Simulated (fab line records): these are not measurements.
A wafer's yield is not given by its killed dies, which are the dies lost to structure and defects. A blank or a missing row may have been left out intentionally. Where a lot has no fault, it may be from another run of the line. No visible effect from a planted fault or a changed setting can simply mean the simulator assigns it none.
fab line records    flow ritCmos
record lots=6  wafers=18  lastDay=7
route steps=202 shown SPACER@127 NSD@131 PSD@142 SDANNEAL@153 PLDD@159 NLDD@160 SILICIDE@161 CONTACT@168 M1@202
lots with no fault: from the same line, run without faults
startH: start of the lot's first displayed wafer, in hours after the record's first day    waitH: how many hours have passed since the lot's step before this one    " same as the row above    L1.1+2: a row that stands for several wafers    - either no value or no given start    * or withheld: withheld    < > ~ a bound
route shown NAME@n: a module of which the file shows steps, and the number in the route of the first    usual: mean/standard deviation of fault-free wafers    same: alike in all rows    chamber/n: place in a boat    sites: per-site readings    _std_site: the values' standard deviation    _edge_site: mean of outer sites minus mean of inner sites    radiusMm: how far each site lies from the wafer's centre    mask NAME#n: copy n    behind: the last tool/chamber to shape the wafer    hold: reason for holding the lot/hours on hold/outcome of the hold    device: names the non-switching transistor (n, p or np)    end of line: the route-end tests of the same wafers    where a step has no rows: the recipe by itself    killed: dies that structure and defects cost at the first sort, which is not the same as the wafer's yield    map: per-die view of a wafer (x killed, . not killed, _ where there is no die)
set.NAME: setting as actually run; set.NAME@STEP: the setting as run at that earlier step    model.NAME: the simulator's own value behind a step, which no gauge read
lots seen at some steps along the route; tables by step, rows by wafer
services: the hour from which a tool's chamber was out of use, counted from the record's first day as startH (under 0 if before that day), plus the number of hours and why
## steps
# step RIT_SPACER_CLEAN_02
# recipe chemistry=SC2  mix=3:3:50  timeS=600  tempC=75  dry=n2Spin
# step RIT_SPACER_CVD_03
# recipe material=Si3N4  targetThkNm=250  tempC=810  precursor=SiH2Cl2/NH3  timeS=3300  pressureMtorr=300  sih2cl2FlowSccm=60  nh3FlowSccm=150
# step RIT_SPACER_THK_MEAS_04
# recipe reads=Si3N4_of_SPACER_CVD_03
# usual SPACER_NITRIDE_THK=248.7/2.4
lot.wafer  tool          chamber  startH  waitH  SPACER_NITRIDE_THK[nm]
L313.3     filmMetro-04  -        64.76   0.0    248.5
L313.4     "             -        "       "      247.8
L313.6     "             -        "       "      248.1
L324.2     filmMetro-03  -        112.20  0.0    248.0
L324.5     "             -        "       "      247.6
L324.6     "             -        "       "      246.6
L325.1     filmMetro-01  -        117.55  0.0    252.5
L325.3     "             -        "       "      248.9
L325.6     "             -        "       "      250.3
L327.2     filmMetro-03  -        130.18  0.0    246.9
L327.3     "             -        "       "      247.7
L327.6     "             -        "       "      249.9
L333.1     filmMetro-04  -        158.64  0.0    245.2
L333.3     "             -        "       "      245.3
L333.4     "             -        "       "      245.6
L334.1     filmMetro-04  -        163.67  0.0    242.2
L334.2     "             -        "       "      246.9
L334.6     "             -        "       "      246.0
# step RIT_SPACER_ETCHBACK_05
# recipe targetDepthA=2500  SF6_flow_sccm=30  CHF3_flow_sccm=30  target=Si3N4  chemistry=SF6/CHF3  pressureMtorr=40  rfW=250  timeS=240  stopOn=SiO2
# step RIT_NSD_HMDS_00
# recipe primeTimeS=60  primeTempC=140
# step RIT_NSD_COAT_01
# recipe resist=NOVOLAK  spinRpm=3250  resistThkNm=1000
# step RIT_NSD_SOFTBAKE_02
# recipe resist=NOVOLAK  tempC=90  timeS=60
# step RIT_NSD_EXPOSE_03
# recipe maskId=M9  na=0.57  targetCdNm=40700  doseMj=250
# step RIT_NSD_PEB_04
# recipe resist=NOVOLAK  tempC=withheld  timeS=withheld
# step RIT_NSD_DEVELOP_05
# recipe resist=NOVOLAK  developTimeS=50  devTempC=23
# step RIT_NSD_OVL_MEAS_06
# usual NSD_OVL=-1.2/1.2
lot.wafer  tool        chamber  startH  waitH  NSD_OVL[nm]
L313.3     overlay-02  -        65.97   -      -1.3
L313.4     "           -        "       "      -1.6
L313.6     "           -        "       "      -2.0
L324.2     overlay-02  -        113.38  -      -0.2
L324.5     "           -        "       "      -1.0
L324.6     "           -        "       "      0.1
L325.1     overlay-02  -        118.73  -      -0.9
L325.3     "           -        "       "      -2.8
L325.6     "           -        "       "      -3.4
L327.2     overlay-01  -        131.23  -      0.7
L327.3     "           -        "       "      -0.4
L327.6     "           -        "       "      -0.7
L333.1     overlay-01  -        159.70  -      -0.9
L333.3     "           -        "       "      0.1
L333.4     "           -        "       "      -0.9
L334.1     overlay-02  -        165.01  -      -1.1
L334.2     "           -        "       "      0.9
L334.6     "           -        "       "      0.0
# step RIT_NSD_HARDBAKE_07
# recipe resist=NOVOLAK  tempC=140  timeS=60
# step RIT_NSD_IMPLANT_08
# recipe species=P  energyKev=25  doseCm2=1e+15  tiltDeg=7
lot.wafer   tool          chamber  startH  waitH
L313.3+4+6  implanter-02  0        66.20   0.1
L324.2+5+6  implanter-02  0        113.58  0.1
L325.1+3+6  implanter-02  0        118.92  0.1
L327.2+3+6  implanter-04  0        131.44  0.1
L333.1+3+4  implanter-03  0        160.01  0.1
L334.1+2+6  implanter-03  0        165.20  0.1
# step RIT_NSD_STRIP_09
# recipe chemistry=O2  timeS=180  resist=NOVOLAK  platenTempC=withheld  powerW=500  pressureMtorr=4000  o2FlowSccm=4000
# step RIT_NSD_TW_MEAS_10
# usual NSD_TW=3121/25
lot.wafer  tool          chamber  startH  waitH  NSD_TW
L313.3     filmMetro-01  -        66.49   0.1    3134
L313.4     "             -        "       "      3116
L313.6     "             -        "       "      3136
L324.2     filmMetro-04  -        113.89  0.1    3085
L324.5     "             -        "       "      3084
L324.6     "             -        "       "      3076
L325.1     filmMetro-04  -        119.24  0.1    3081
L325.3     "             -        "       "      3073
L325.6     "             -        "       "      3086
L327.2     filmMetro-01  -        131.75  0.1    3154
L327.3     "             -        "       "      3158
L327.6     "             -        "       "      3158
L333.1     filmMetro-02  -        160.34  0.1    3101
L333.3     "             -        "       "      3122
L333.4     "             -        "       "      3123
L334.1     filmMetro-01  -        165.53  0.1    3131
L334.2     "             -        "       "      3143
L334.6     "             -        "       "      3129
# step RIT_PSD_HMDS_00
# recipe primeTimeS=60  primeTempC=140
# step RIT_PSD_COAT_01
# recipe resist=NOVOLAK  spinRpm=3250  resistThkNm=1000
# step RIT_PSD_SOFTBAKE_02
# recipe resist=NOVOLAK  tempC=90  timeS=60
# step RIT_PSD_EXPOSE_03
# recipe maskId=M10  na=0.57  targetCdNm=40900  doseMj=250
# step RIT_PSD_PEB_04
# recipe resist=NOVOLAK  tempC=withheld  timeS=withheld
# step RIT_PSD_DEVELOP_05
# recipe resist=NOVOLAK  developTimeS=50  devTempC=23
# step RIT_PSD_OVL_MEAS_06
# usual PSD_OVL=0.1/1.3
lot.wafer  tool        chamber  startH  waitH  PSD_OVL[nm]
L313.3     overlay-02  -        67.61   -      -1.9
L313.4     "           -        "       "      -0.5
L313.6     "           -        "       "      -3.3
L324.2     overlay-01  -        114.92  -      2.3
L324.5     "           -        "       "      2.5
L324.6     "           -        "       "      2.9
L325.1     overlay-02  -        120.15  -      1.6
L325.3     "           -        "       "      2.5
L325.6     "           -        "       "      0.3
L327.2     overlay-02  -        132.66  -      0.6
L327.3     "           -        "       "      1.2
L327.6     "           -        "       "      0.3
L333.1     overlay-01  -        161.55  -      0.2
L333.3     "           -        "       "      -1.8
L333.4     "           -        "       "      0.2
L334.1     overlay-02  -        166.44  -      1.5
L334.2     "           -        "       "      -0.3
L334.6     "           -        "       "      2.1
# step RIT_PSD_HARDBAKE_07
# recipe resist=NOVOLAK  tempC=140  timeS=60
# step RIT_PSD_IMPLANT_08
# recipe species=BF2  energyKev=27  doseCm2=5e+15  tiltDeg=7
# step RIT_PSD_STRIP_09
# recipe chemistry=O2  timeS=180  resist=NOVOLAK  platenTempC=withheld  powerW=500  pressureMtorr=4000  o2FlowSccm=4000
# usual drypumpMotorCurrentA=5.5/0.3
lot.wafer  tool            chamber  startH  waitH  drypumpMotorCurrentA  rfHoursCounterH
L313.3     plasmaAsher-01  0        67.99   0.1    5.4                   -
L313.4     "               1        "       "      5.6                   -
L313.6     "               1        "       "      5.6                   -
L324.2     plasmaAsher-01  0        115.25  0.1    5.4                   31
L324.5     "               0        "       "      5.4                   -
L324.6     "               1        "       "      5.6                   -
L325.1     plasmaAsher-01  1        120.49  0.1    5.6                   32
L325.3     "               0        "       "      5.4                   -
L325.6     "               1        "       "      5.6                   -
L327.2     plasmaAsher-02  1        132.99  0.1    5.2                   47
L327.3     "               1        "       "      5.3                   -
L327.6     "               1        "       "      5.3                   -
L333.1     plasmaAsher-01  1        161.88  0.1    5.6                   37
L333.3     "               0        "       "      5.4                   -
L333.4     "               1        "       "      5.6                   -
L334.1     plasmaAsher-04  0        166.77  0.1    6.0                   5
L334.2     "               1        "       "      5.0                   5
L334.6     "               0        "       "      6.0                   -
# step RIT_PSD_TW_MEAS_10
# usual PSD_TW=3428/27
lot.wafer  tool          chamber  startH  waitH  PSD_TW
L313.3     filmMetro-04  -        68.13   0.1    3400
L313.4     "             -        "       "      3392
L313.6     "             -        "       "      3393
L324.2     filmMetro-04  -        115.44  0.1    3378
L324.5     "             -        "       "      3373
L324.6     "             -        "       "      3383
L325.1     filmMetro-02  -        120.66  0.1    3404
L325.3     "             -        "       "      3412
L325.6     "             -        "       "      3401
L327.2     filmMetro-02  -        133.17  0.1    3425
L327.3     "             -        "       "      3421
L327.6     "             -        "       "      3416
L333.1     filmMetro-02  -        162.06  0.1    3439
L333.3     "             -        "       "      3418
L333.4     "             -        "       "      3409
L334.1     filmMetro-01  -        166.95  0.1    3437
L334.2     "             -        "       "      3437
L334.6     "             -        "       "      3457
# step RIT_SDANNEAL_CLEAN_00
# recipe chemistry=SC1  mix=3:3:50  timeS=600  tempC=75
# step RIT_SDANNEAL_CLEAN_01
# recipe chemistry=dHF  dilution=50:1  timeS=30
# step RIT_SDANNEAL_CLEAN_02
# recipe chemistry=SC2  mix=3:3:50  timeS=600  tempC=75  dry=n2Spin
# step RIT_SDANNEAL_RTA_03
# recipe tempC=1050  timeS=5  idleTempC=600  rampUpCPerS=342  rampDownCPerS=171  coolToC=600  ambient=N2
# usual annealTempCMax=1054.5/1  rampDownCPerS=171.00/0.031  rampUpCPerS=341.99/0.069  wafer_temp_C_max=1053.4/1.1
lot.wafer  tool          chamber  startH  waitH  annealTempCMax  rampDownCPerS  rampUpCPerS  wafer_temp_C_max
L313.3     rtpAnneal-02  0        68.57   0.0    1054.7          171.03         341.92       1050.8
L313.4     "             0        "       "      1054.2          171.01         342.05       1053.6
L313.6     "             0        "       "      1054.6          170.98         341.96       1052.4
L324.2     rtpAnneal-01  0        115.87  0.0    1057.8          171.04         341.92       1052.6
L324.5     "             0        "       "      1055.6          171.06         342.05       1053.2
L324.6     "             0        "       "      1054.9          170.96         341.91       1054.0
L325.1     rtpAnneal-02  0        121.09  0.0    1053.3          170.96         342.08       1053.7
L325.3     "             0        "       "      1053.9          170.97         341.97       1053.5
L325.6     "             0        "       "      1054.7          170.94         342.01       1054.2
L327.2     rtpAnneal-02  0        133.60  0.0    1053.3          170.94         342.02       1052.2
L327.3     "             0        "       "      1053.4          171.04         341.93       1052.6
L327.6     "             0        "       "      1054.2          171.01         342.01       1052.7
L333.1     rtpAnneal-02  0        162.48  0.0    1052.4          170.98         342.09       1053.0
L333.3     "             0        "       "      1052.8          171.02         342.12       1052.5
L333.4     "             0        "       "      1053.4          170.98         342.01       1052.5
L334.1     rtpAnneal-01  0        167.37  0.0    1055.4          171.00         341.99       1054.2
L334.2     "             0        "       "      1055.3          170.97         342.06       1053.2
L334.6     "             0        "       "      1055.5          170.98         341.94       1052.0
# step RIT_SDANNEAL_RS_MEAS_04
# recipe thkMeasGauge=four-point-probe
# usual PSD_RS=115.70/0.27
lot.wafer  tool          chamber  startH  waitH  PSD_RS[ohm/sq]
L313.3     filmMetro-04  -        68.69   0.1    115.58
L313.4     "             -        "       "      115.33
L313.6     "             -        "       "      115.09
L324.2     filmMetro-02  -        115.93  0.1    115.75
L324.5     "             -        "       "      115.84
L324.6     "             -        "       "      116.25
L325.1     filmMetro-02  -        121.15  0.0    115.53
L325.3     "             -        "       "      115.19
L325.6     "             -        "       "      115.54
L327.2     filmMetro-01  -        133.67  0.1    115.75
L327.3     "             -        "       "      115.67
L327.6     "             -        "       "      115.77
L333.1     filmMetro-01  -        162.54  0.0    115.74
L333.3     "             -        "       "      115.93
L333.4     "             -        "       "      115.87
L334.1     filmMetro-02  -        167.43  0.0    115.60
L334.2     "             -        "       "      115.66
L334.6     "             -        "       "      115.09
# step RIT_SDANNEAL_RS_MEAS_05
# recipe thkMeasGauge=four-point-probe
# usual NSD_RS=84.4/0.31
lot.wafer  tool          chamber  startH  waitH  NSD_RS[ohm/sq]
L313.3     filmMetro-04  -        68.81   0.1    84.8
L313.4     "             -        "       "      84.7
L313.6     "             -        "       "      84.7
L324.2     filmMetro-02  -        116.05  0.1    83.9
L324.5     "             -        "       "      84.0
L324.6     "             -        "       "      83.9
L325.1     filmMetro-02  -        121.27  0.1    84.3
L325.3     "             -        "       "      84.4
L325.6     "             -        "       "      84.2
L327.2     filmMetro-01  -        133.79  0.1    84.6
L327.3     "             -        "       "      84.9
L327.6     "             -        "       "      84.6
L333.1     filmMetro-01  -        162.66  0.1    84.1
L333.3     "             -        "       "      84.3
L333.4     "             -        "       "      84.3
L334.1     filmMetro-02  -        167.55  0.1    84.6
L334.2     "             -        "       "      84.6
L334.6     "             -        "       "      84.2
# step RIT_SDANNEAL_RS_MEAS_06
# recipe thkMeasGauge=four-point-probe
# usual PLDD_RS=178.4/0.42
lot.wafer  tool          chamber  startH  waitH  PLDD_RS[ohm/sq]
L313.3     filmMetro-04  -        68.93   0.1    178.2
L313.4     "             -        "       "      178.1
L313.6     "             -        "       "      178.5
L324.2     filmMetro-02  -        116.17  0.1    178.6
L324.5     "             -        "       "      178.1
L324.6     "             -        "       "      178.5
L325.1     filmMetro-02  -        121.39  0.1    178.0
L325.3     "             -        "       "      177.7
L325.6     "             -        "       "      177.6
L327.2     filmMetro-01  -        133.91  0.1    178.1
L327.3     "             -        "       "      178.1
L327.6     "             -        "       "      178.7
L333.1     filmMetro-01  -        162.78  0.1    178.5
L333.3     "             -        "       "      178.6
L333.4     "             -        "       "      178.4
L334.1     filmMetro-02  -        167.67  0.1    178.2
L334.2     "             -        "       "      178.7
L334.6     "             -        "       "      178.2
# step RIT_SDANNEAL_RS_MEAS_07
# recipe thkMeasGauge=four-point-probe
# usual NLDD_RS=151.5/0.62
lot.wafer  tool          chamber  startH  waitH  NLDD_RS[ohm/sq]
L313.3     filmMetro-04  -        69.05   0.1    151.4
L313.4     "             -        "       "      152.1
L313.6     "             -        "       "      152.4
L324.2     filmMetro-02  -        116.29  0.1    151.5
L324.5     "             -        "       "      151.2
L324.6     "             -        "       "      151.0
L325.1     filmMetro-02  -        121.51  0.1    150.9
L325.3     "             -        "       "      151.5
L325.6     "             -        "       "      151.3
L327.2     filmMetro-01  -        134.03  0.1    153.2
L327.3     "             -        "       "      153.2
L327.6     "             -        "       "      152.5
L333.1     filmMetro-01  -        162.90  0.1    152.9
L333.3     "             -        "       "      152.3
L333.4     "             -        "       "      152.6
L334.1     filmMetro-02  -        167.79  0.1    151.1
L334.2     "             -        "       "      150.6
L334.6     "             -        "       "      150.6
# step RIT_SILICIDE_WET_ETCH_00
# recipe chemistry=BOE  target=SiO2  targetDepthNm=14  timeS=15  dry=n2Spin  dilution=10:1  tempC=21.5
# step RIT_SILICIDE_SPUTTER_01
# recipe material=Ti  targetThkNm=30  powerW=350  chamberPressurePa=0.667  gas=Ar  timeS=240  substrateTempC=25
# usual throttleValvePct=29.8/0.95
lot.wafer  tool           chamber  startH  waitH  throttleValvePct
L313.3     pvdSputter-03  -        69.14   0.0    28.8
L313.4     "              -        "       "      30.0
L313.6     "              -        "       "      29.0
L324.2     pvdSputter-04  -        116.41  0.0    28.8
L324.5     "              -        "       "      29.7
L324.6     "              -        "       "      28.7
L325.1     pvdSputter-03  -        121.64  0.0    29.8
L325.3     "              -        "       "      30.5
L325.6     "              -        "       "      28.7
L327.2     pvdSputter-03  -        134.14  0.0    29.1
L327.3     "              -        "       "      30.3
L327.6     "              -        "       "      30.3
L333.1     pvdSputter-03  -        163.04  0.0    29.8
L333.3     "              -        "       "      29.0
L333.4     "              -        "       "      28.6
L334.1     pvdSputter-01  -        167.93  0.0    30.9
L334.2     "              -        "       "      28.7
L334.6     "              -        "       "      29.4
# step RIT_SILICIDE_RS_MEAS_02
# recipe thkMeasGauge=four-point-probe  reads=Ti_of_SILICIDE_SPUTTER_01
# usual SILICIDE_TI_RS=48.0/0.57
lot.wafer  tool          chamber  startH  waitH  SILICIDE_TI_RS[ohm/sq]
L313.3     filmMetro-03  -        69.33   0.1    48.2
L313.4     "             -        "       "      48.7
L313.6     "             -        "       "      47.9
L324.2     filmMetro-03  -        116.58  0.1    49.1
L324.5     "             -        "       "      48.3
L324.6     "             -        "       "      48.4
L325.1     filmMetro-04  -        121.79  0.1    47.9
L325.3     "             -        "       "      48.1
L325.6     "             -        "       "      47.9
L327.2     filmMetro-03  -        134.31  0.1    49.5
L327.3     "             -        "       "      49.5
L327.6     "             -        "       "      49.1
L333.1     filmMetro-04  -        163.19  0.1    47.7
L333.3     "             -        "       "      47.4
L333.4     "             -        "       "      47.1
L334.1     filmMetro-04  -        168.08  0.1    47.7
L334.2     "             -        "       "      48.3
L334.6     "             -        "       "      48.6
# step RIT_SILICIDE_THK_MEAS_03
# recipe thkMeasGauge=xrf  reads=Ti_of_SILICIDE_SPUTTER_01
# usual SILICIDE_TI_THK=30.20/0.28
lot.wafer  tool          chamber  startH  waitH  SILICIDE_TI_THK[nm]
L313.3     filmMetro-03  -        69.43   0.1    30.22
L313.4     "             -        "       "      29.95
L313.6     "             -        "       "      30.21
L324.2     filmMetro-03  -        116.69  0.1    29.77
L324.5     "             -        "       "      30.14
L324.6     "             -        "       "      30.11
L325.1     filmMetro-04  -        121.91  0.1    30.23
L325.3     "             -        "       "      29.89
L325.6     "             -        "       "      30.24
L327.2     filmMetro-03  -        134.42  0.1    29.27
L327.3     "             -        "       "      29.42
L327.6     "             -        "       "      29.61
L333.1     filmMetro-04  -        163.31  0.1    30.49
L333.3     "             -        "       "      30.52
L333.4     "             -        "       "      30.58
L334.1     filmMetro-04  -        168.20  0.1    30.27
L334.2     "             -        "       "      29.98
L334.6     "             -        "       "      29.87
# step RIT_SILICIDE_RTA_04
# recipe tempC=650  timeS=10  idleTempC=25  rampUpS=5  rampDownS=5  coolToC=25  ambient=N2
# usual annealTempCMax=652.8/0.68  wafer_temp_C_max=653.4/0.85
lot.wafer  tool          chamber  startH  waitH  annealTempCMax  wafer_temp_C_max
L313.3     rtpAnneal-01  0        69.49   0.1    652.5           654.8
L313.4     "             0        "       "      653.4           656.0
L313.6     "             0        "       "      652.6           654.1
L324.2     rtpAnneal-02  0        116.75  0.1    652.4           652.8
L324.5     "             0        "       "      652.5           653.4
L324.6     "             0        "       "      652.4           653.0
L325.1     rtpAnneal-01  0        121.97  0.1    652.9           653.7
L325.3     "             0        "       "      652.7           654.3
L325.6     "             0        "       "      653.7           654.4
L327.2     rtpAnneal-01  0        134.48  0.1    652.8           653.5
L327.3     "             0        "       "      654.4           654.0
L327.6     "             0        "       "      653.0           654.1
L333.1     rtpAnneal-01  0        163.37  0.1    653.6           654.8
L333.3     "             0        "       "      652.7           653.9
L333.4     "             0        "       "      653.4           654.6
L334.1     rtpAnneal-02  0        168.26  0.1    652.0           653.8
L334.2     "             0        "       "      652.0           652.6
L334.6     "             0        "       "      652.0           653.1
# step RIT_SILICIDE_WET_ETCH_05
# recipe chemistry=SPM  target=Ti  tempC=90  timeS=120  dry=n2Spin
# step RIT_SILICIDE_RTA_06
# recipe tempC=750  timeS=10  idleTempC=25  rampUpS=5  rampDownS=10  coolToC=25  ambient=N2
# usual annealTempCMax=753.5/0.75  wafer_temp_C_max=754.1/1
lot.wafer  tool          chamber  startH  waitH  annealTempCMax  wafer_temp_C_max
L313.3     rtpAnneal-02  0        69.62   0.0    753.3           755.1
L313.4     "             0        "       "      753.4           753.9
L313.6     "             0        "       "      753.0           753.1
L324.2     rtpAnneal-01  0        116.86  0.0    753.8           755.1
L324.5     "             0        "       "      754.1           754.3
L324.6     "             0        "       "      754.6           754.2
L325.1     rtpAnneal-02  0        122.08  0.0    752.4           752.5
L325.3     "             0        "       "      753.7           752.5
L325.6     "             0        "       "      753.0           752.7
L327.2     rtpAnneal-02  0        134.59  0.0    752.2           753.8
L327.3     "             0        "       "      753.4           752.6
L327.6     "             0        "       "      753.4           753.8
L333.1     rtpAnneal-02  0        163.47  0.0    753.0           753.2
L333.3     "             0        "       "      753.8           751.9
L333.4     "             0        "       "      753.3           752.2
L334.1     rtpAnneal-01  0        168.37  0.0    753.0           755.3
L334.2     "             0        "       "      753.4           755.4
L334.6     "             0        "       "      753.5           755.4
# step RIT_CONTACT_CVD_00
# recipe material=SiO2  targetThkNm=400  precursor=TEOS  tempC=390  timeS=61  rfW=400
# step RIT_M1_PROBE_99
# usual killed_at_M0_to_M3=0.0/0.14  killedAtFrontEnd=6.5/2.8  killedDies=6.6/2.8  killedOpen=3.5/2  killedShort=3.2/1.8
# same grossDies=264  killed_at_M4_up=0  killedAtBackSide=0  killedAtContacts=0  killedAtOther=0
lot.wafer  tool       chamber  startH  waitH  killed_at_M0_to_M3  killedAtFrontEnd  killedDies  killedOpen  killedShort  model.etest.antennaPoly.gateLog10ACm2  model.etest.nmos_0p15.gateBvV  model.etest.nmos_0p3.bvV  model.etest.nmos_0p15.bvV  model.etest.nmos_0p15.toxInvNmRange  model.etest.antennaPoly.vtShiftV
L313.3     prober-02  -        76.12   0.2    0                   11                11          4           7            -6.387                                 4.774                          5.511                     5.511                      0.1258                               -0.003691
L313.4     prober-02  -        76.17   0.2    0                   9                 9           5           4            -5.825                                 4.787                          5.503                     5.503                      0.08283                              -0.002225
L313.6     prober-02  -        76.27   0.2    0                   13                13          6           7            -6.083                                 4.762                          5.485                     5.485                      0.08871                              -0.009584
L324.2     prober-02  -        123.32  0.1    0                   9                 9           5           4            -5.124                                 4.374                          5.242                     5.242                      0.1223                               -0.0325
L324.5     prober-02  -        123.47  0.2    0                   6                 6           3           3            -5.124                                 4.403                          5.259                     5.259                      0.1338                               -0.02838
L324.6     prober-02  -        123.52  0.2    0                   12                12          6           6            -5.281                                 4.379                          5.258                     5.258                      0.1713                               -0.03352
L325.1     prober-01  -        128.38  0.1    0                   4                 4           0           4            -5.957                                 4.47                           5.312                     5.312                      0.1624                               -0.02639
L325.3     prober-01  -        128.48  0.2    0                   5                 5           3           2            -5.925                                 4.489                          5.33                      5.33                       0.1509                               -0.02903
L325.6     prober-01  -        128.63  0.2    0                   5                 5           4           1            -5.968                                 4.494                          5.335                     5.335                      0.0787                               -0.02973
L327.2     prober-02  -        141.28  0.1    0                   2                 2           0           2            -5.761                                 4.707                          5.45                      5.45                       0.0574                               -0.008446
L327.3     prober-02  -        141.33  0.2    0                   7                 7           5           2            -6.062                                 4.683                          5.439                     5.439                      0.0731                               -0.0101
L327.6     prober-02  -        141.48  0.2    1                   7                 8           6           2            -5.877                                 4.688                          5.457                     5.457                      0.07151                              -0.01241
L333.1     prober-02  -        169.94  0.1    0                   13                13          7           6            -6.15                                  4.807                          5.473                     5.473                      0.06098                              -0.01137
L333.3     prober-02  -        170.04  0.2    0                   8                 8           5           3            -6.116                                 4.764                          5.465                     5.465                      0.03659                              -0.006845
L333.4     prober-02  -        170.09  0.2    0                   11                11          7           4            -6.438                                 4.772                          5.449                     5.449                      0.07957                              -0.008354
L334.1     prober-01  -        174.73  0.1    0                   6                 6           4           2            -6.288                                 4.79                           5.52                      5.52                       0.1131                               -0.006019
L334.2     prober-01  -        174.78  0.1    0                   10                10          4           6            -6.566                                 4.859                          5.5                       5.5                        0.09828                              -0.005603
L334.6     prober-01  -        174.98  0.2    0                   6                 6           2           4            -6.276                                 4.795                          5.484                     5.484                      0.08733                              -0.01091
# killed by level:class
L313.3 GATE:geometricParticle:short=2 SILICIDE:geometricParticle:short=2 FOX1:geometricParticle:short=1 FOX1:geometricParticle:open=1 GATE:geometricParticle:open=1 REOX:geometricParticle:short=1 REOX:geometricParticle:open=1 SPACER:geometricParticle:short=1
L313.4 FOX2:geometricParticle:short=2 FOX2:geometricParticle:open=2 REOX:geometricParticle:short=2 SILICIDE:geometricParticle:open=2 FOX1:geometricParticle:open=1
L313.6 FOX1:geometricParticle:short=3 FOX1:geometricParticle:open=2 GATE:geometricParticle:short=2 GATE:geometricParticle:open=2 REOX:geometricParticle:short=2 REOX:geometricParticle:open=1 SPACER:geometricParticle:open=1
L324.2 FOX2:geometricParticle:short=3 FOX2:geometricParticle:open=1 GATE:geometricParticle:open=1 REOX:geometricParticle:open=1 REOX:geometricParticle:short=1 SPACER:geometricParticle:open=1 SILICIDE:geometricParticle:open=1
L324.5 SPACER:geometricParticle:open=3 GATE:geometricParticle:short=1 REOX:geometricParticle:short=1 SPACER:geometricParticle:short=1
L324.6 SILICIDE:geometricParticle:open=5 SILICIDE:geometricParticle:short=3 FOX1:geometricParticle:short=1 FOX2:geometricParticle:short=1 GATE:geometricParticle:short=1 SPACER:geometricParticle:open=1
L325.1 FOX1:geometricParticle:short=2 GATE:geometricParticle:short=1 SPACER:geometricParticle:short=1
L325.3 GATE:geometricParticle:short=2 GATE:geometricParticle:open=2 SPACER:geometricParticle:open=1
L325.6 GATE:geometricParticle:open=3 FOX1:geometricParticle:short=1 SPACER:geometricParticle:open=1
L327.2 FOX1:geometricParticle:short=1 GATE:geometricParticle:short=1
L327.3 GATE:geometricParticle:open=4 FOX1:geometricParticle:short=1 GATE:geometricParticle:short=1 REOX:geometricParticle:open=1
L327.6 GATE:geometricParticle:open=3 FOX2:geometricParticle:open=1 REOX:geometricParticle:open=1 REOX:geometricParticle:short=1 SPACER:geometricParticle:open=1 M1:geometricParticle:short=1
L333.1 FOX2:geometricParticle:open=3 FOX1:geometricParticle:short=2 GATE:geometricParticle:short=2 REOX:geometricParticle:short=2 SPACER:geometricParticle:open=2 GATE:geometricParticle:open=1 REOX:geometricParticle:open=1
L333.3 SPACER:geometricParticle:open=4 ACTIVE:geometricParticle:short=1 FOX1:geometricParticle:short=1 FOX1:geometricParticle:open=1 GATE:geometricParticle:short=1
L333.4 FOX1:geometricParticle:open=3 FOX1:geometricParticle:short=2 REOX:geometricParticle:short=2 SPACER:geometricParticle:open=2 FOX2:geometricParticle:open=1 GATE:geometricParticle:open=1
L334.1 FOX1:geometricParticle:open=1 FOX2:geometricParticle:open=1 GATE:geometricParticle:short=1 GATE:geometricParticle:open=1 REOX:geometricParticle:open=1 SPACER:geometricParticle:short=1
L334.2 GATE:geometricParticle:open=3 FOX1:geometricParticle:short=2 GATE:geometricParticle:short=2 FOX2:geometricParticle:short=1 REOX:geometricParticle:short=1 SPACER:geometricParticle:open=1
L334.6 GATE:geometricParticle:short=3 FOX2:geometricParticle:open=2 SILICIDE:geometricParticle:short=1
## services
tool            chamber  startH  hours  kind
pvdSputter-04   -        68.71   3.1    repair
pvdSputter-01   -        93.47   4.7    repair
implanter-02    -        102.54  3.8    pm
plasmaAsher-02  -        105.30  1.3    repair
plasmaAsher-04  -        108.75  9.0    pm
plasmaAsher-04  0        108.75  9.0    ventCycle
plasmaAsher-04  1        108.75  9.0    ventCycle
plasmaAsher-04  0        117.75  -      clean
plasmaAsher-04  1        117.75  -      clean
implanter-02    -        126.55  2.6    repair
implanter-03    -        144.08  4.3    pm
pvdSputter-01   -        147.13  0.9    repair
## key
firstSign none at tools or gauges
modelEffect step=RIT_M1_PROBE_99  value=etest.antennaPoly.gateLog10ACm2  without=-6.448  struck=-5.563
metAt RIT_NSD_IMPLANT_08
struckWafers L324.2,L324.5,L324.6,L325.1,L325.3,L325.6
testerLeftOut L324,L325
onsetBetween 66.20 113.58
fault kind=processParameterDrift  tool=implanter-02  chamber=-  onsetH=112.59  steps=RIT_NSD_IMPLANT_08  channel=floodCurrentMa  offset=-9  shape=step  endH=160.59
# testerLeftOut: of these lots the tester's yield and bins aren't shown, on N5 and GAA mostly nor the transistor test; their killed dies are dies lost to structure and defects alone, not to doping, threshold or leakage, so they don't give the yield
